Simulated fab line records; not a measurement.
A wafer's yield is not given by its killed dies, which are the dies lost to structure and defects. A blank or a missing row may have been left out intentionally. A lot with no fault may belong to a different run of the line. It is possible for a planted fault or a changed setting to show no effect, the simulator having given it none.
2 desks, one fault || flow rit-cmos || each desk holds nothing but its own numbers, with what lay behind them at the end

THE METROLOGY DESK
Lot by lot, what the gauges showed, no matter which tool ran the lot: averages of those sampled wafers that carry a number. If a lot's mean is further than 4 standard deviations from the usual mean, the lot is out of limits and carries the mark OUT (the distance appears in the brackets).
Columns: A = NRETRO_OVL at RIT_NRETRO_OVL_MEAS_06, usual -0.6 nm
{"lot": "L746", "first seen here": "day 2 05:19", "A": -0.9}
{"lot": "L747", "first seen here": "day 2 11:43", "A": -0.7}
{"lot": "L760", "first seen here": "day 5 04:22", "A": 0.3}
{"lot": "L761", "first seen here": "day 5 09:36", "A": 0.5}
{"lot": "L763", "first seen here": "day 5 18:13", "A": 0.4}
{"lot": "L764", "first seen here": "day 5 23:11", "A": -1.3}
{"lot": "L766", "first seen here": "day 6 09:02", "A": 1.7}
Result from this desk: across the 7 lots, nothing is out of limits.

DESK OF THE TOOL OWNER: iline-stepper-01
The tool's own readings at RIT_NRETRO_EXPOSE_03 (exposes mask M4, target cd 43900 nm): means of the sampled wafers that have a number, for each lot that ran on this tool. If a lot's mean is further than 4 standard deviations from the usual mean, the lot is out of limits and carries the mark OUT (the distance appears in the brackets).
Columns: A = focus-offset-nm at RIT_NRETRO_EXPOSE_03, usual 0.1 nm; B = reticle-temp-C at RIT_NRETRO_EXPOSE_03, usual 23.00 C; C = stage-vel-mm-s at RIT_NRETRO_EXPOSE_03, usual 500.00 mm/s
{"lot": "L747", "first seen here": "day 2 11:17", "A": 0.0, "B": 22.96, "C": 500.12}
{"lot": "L750", "first seen here": "day 3 07:20", "A": 0.1, "B": 22.98, "C": 499.72}
{"lot": "L752", "first seen here": "day 3 12:55", "A": 0.1, "B": 23.02, "C": 500.08}
{"lot": "L753", "first seen here": "day 3 16:40", "A": -0.3, "B": 23.04, "C": 499.85}
{"lot": "L758", "first seen here": "day 4 17:29", "A": 0.1, "B": 22.98, "C": 500.09}
Result from this desk: across the 5 lots, nothing is out of limits.

ALL TOGETHER
Nothing out of limits was seen by the metrology desk.
The desk of the tool owner found nothing out of limits.

WHAT THE SIMULATOR PUT IN
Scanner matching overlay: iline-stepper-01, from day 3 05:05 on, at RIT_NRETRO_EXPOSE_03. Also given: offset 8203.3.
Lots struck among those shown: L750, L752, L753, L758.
